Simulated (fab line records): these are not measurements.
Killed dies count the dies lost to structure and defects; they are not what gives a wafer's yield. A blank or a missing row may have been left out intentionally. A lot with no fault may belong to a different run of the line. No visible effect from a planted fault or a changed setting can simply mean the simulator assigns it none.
2 desks looking at one fault -- flow berkeley cmos170 -- every desk sees just its own numbers, and what lay behind them comes last

== TOOL OWNER'S DESK, rie diel-04 ==
The tool's own readings at UCB170_V1_ETCH_14 (etches SiO2 in CHF3/CF4/Ar, stops on Al, target depth 1250 nm, time 291 s): means of the sampled wafers that have a number, for each lot that ran on this tool. Marked OUT: a lot whose mean sits more than 4 standard deviations from the usual mean, which makes it out of limits; the brackets give that distance.
Columns: A = drypump motor current A at UCB170_V1_ETCH_14, usual 5.5 A; B = oes product au at UCB170_V1_ETCH_14, usual 0.870 a.u.; C = rf fwd power W at UCB170_V1_ETCH_14, usual 698.3 W; D = throttle valve pct at UCB170_V1_ETCH_14, usual 6.97 %
lot,first seen here,A,B,C,D
L324,day 8 02:11,5.7,0.862,698.6,7.05
L325,day 8 20:31,5.3,0.852,697.2,7.04
L330,day 9 22:54,6.1,0.868,605.8 (-39) OUT,7.07
Finding of this desk: L330 out of limits; the first was L330 at day 9 22:54, on rf fwd power W at UCB170_V1_ETCH_14. L324, L325: within limits.

== THE METROLOGY DESK ==
Lot by lot, what the gauges showed, no matter which tool ran the lot: averages of those sampled wafers that carry a number. Marked OUT: a lot whose mean sits more than 4 standard deviations from the usual mean, which makes it out of limits; the brackets give that distance.
Columns: A = cd nm at UCB170_V1_CD_MEAS_90, usual 700.5 nm; B = M3_AL_RS at UCB170_M3_RS_MEAS_02, usual 0.0324 ohm/sq
lot,first seen here,A,B
L321,day 7 19:29,701.4,0.0328
L322,day 7 19:48,700.6,0.0318
L324,day 8 02:28,700.2,0.0324
L325,day 8 20:49,701.4,0.0326
L326,day 8 21:05,702.2,0.0324
L330,day 9 23:18,698.6,0.0327
L335,day 11 02:11,699.4,0.0323
L337,day 11 02:14,701.0,0.0324
L339,day 11 16:53,699.4,0.0326
L340,day 11 16:59,702.7,0.0325
L343,day 12 02:20,699.6,0.0327
L342,day 12 06:31,700.8,0.0325
L344,day 12 06:47,701.9,0.0325
This desk found nothing out of limits on any of the 13 lots.

== BROUGHT TOGETHER ==
An alarm could have come from the tool owner's desk at day 9 22:54, on L330.
Metrology desk: nothing out of limits seen.
The metrology desk holds a record of L330, inside its limits.
All the named lots went through UCB170_V1_ETCH_14 on rie diel-04.

== WHAT THE SIMULATOR HAD INSERTED ==
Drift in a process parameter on rie diel-04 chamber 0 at UCB170_V1_ETCH_14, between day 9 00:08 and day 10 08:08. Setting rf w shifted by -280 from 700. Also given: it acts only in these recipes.
Lots struck among those shown: L330.
How many hours passed from the start of the fault until each desk's first out-of-limits reading: the tool owner's desk, 23.
